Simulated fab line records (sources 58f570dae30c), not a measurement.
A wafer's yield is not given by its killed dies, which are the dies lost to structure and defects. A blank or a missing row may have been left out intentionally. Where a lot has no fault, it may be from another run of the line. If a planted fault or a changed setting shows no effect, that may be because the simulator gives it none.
What tool caused it? || flow berkeley cmos170 || Sampling: 6 lots, 18 wafers, 3 of 331 route steps

== WHAT THE GAUGES READ, wafer by wafer ==
UCB170_PLDD_CD_MEAS_06 targets a cd of 1200 nm.
{"lot": "L343", "measured": "day 7 15:17", "on": "cd sem-01", "cd nm (nm)": "1201.0 1200.1 1201.0"}
{"lot": "L346", "measured": "day 8 14:01", "on": "cd sem-01", "cd nm (nm)": "1200.3 1201.1 1202.5"}
{"lot": "L352", "measured": "day 9 01:58", "on": "cd sem-01", "cd nm (nm)": "1199.9 1199.2 1199.0"}
{"lot": "L354", "measured": "day 9 21:41", "on": "cd sem-01", "cd nm (nm)": "1199.3 1199.2 1197.7"}
{"lot": "L356", "measured": "day 10 09:09", "on": "cd sem-02", "cd nm (nm)": "1197.7 1197.4 1197.7"}
{"lot": "L358", "measured": "day 11 08:26", "on": "cd sem-02", "cd nm (nm)": "1203.0 1202.8 1202.9"}

== WHAT TOOL EACH LOT RAN ON (gives the tool, then ch and the chambers of the sampled wafers, and finally the start) ==
{"lot": "L343", "UCB170_NWELL_EXPOSE_09": "krf scanner-02 ch 0, day 3 10:43", "UCB170_PFIELD_STRIP_08": "plasma asher-04 ch 0,1, day 5 15:28"}
{"lot": "L346", "UCB170_NWELL_EXPOSE_09": "krf scanner-02 ch 0, day 3 23:43", "UCB170_PFIELD_STRIP_08": "plasma asher-04 ch 0,1, day 6 14:35"}
{"lot": "L352", "UCB170_NWELL_EXPOSE_09": "krf scanner-02 ch 0, day 4 23:40", "UCB170_PFIELD_STRIP_08": "plasma asher-03 ch 0,1, day 7 03:09"}
{"lot": "L354", "UCB170_NWELL_EXPOSE_09": "krf scanner-02 ch 0, day 5 10:13", "UCB170_PFIELD_STRIP_08": "plasma asher-03 ch 0,1, day 7 11:24"}
{"lot": "L356", "UCB170_NWELL_EXPOSE_09": "krf scanner-02 ch 0, day 5 19:41", "UCB170_PFIELD_STRIP_08": "plasma asher-01 ch 0,1, day 8 06:11"}
{"lot": "L358", "UCB170_NWELL_EXPOSE_09": "krf scanner-02 ch 0, day 6 12:27", "UCB170_PFIELD_STRIP_08": "plasma asher-03 ch 0,1, day 8 21:42"}
- UCB170_NWELL_EXPOSE_09: exposes mask NWELL, target cd 3000 nm.
- UCB170_PFIELD_STRIP_08: strips in O2.

== THE ANSWER, worked out from the rows above alone ==
Rule: the usual values come from the lots themselves. The widest of any qualifying gaps counts: lots, ordered by their means at a reading, are off when they make up no more than a third of the lots, leave a main group of 4 or more, and stand apart from it by 3 or more times the standard deviation of that group's means. Not used: any main group whose means are identical at the precision the tables above print for the reading. A lot without any number at a reading at which 4 lots or more have one is off too. The other lots that the step has rows for count as sound.
No lot is off at any reading shown: from this, nothing can be told.

== WHAT THE SIMULATOR HAD PUT IN ==
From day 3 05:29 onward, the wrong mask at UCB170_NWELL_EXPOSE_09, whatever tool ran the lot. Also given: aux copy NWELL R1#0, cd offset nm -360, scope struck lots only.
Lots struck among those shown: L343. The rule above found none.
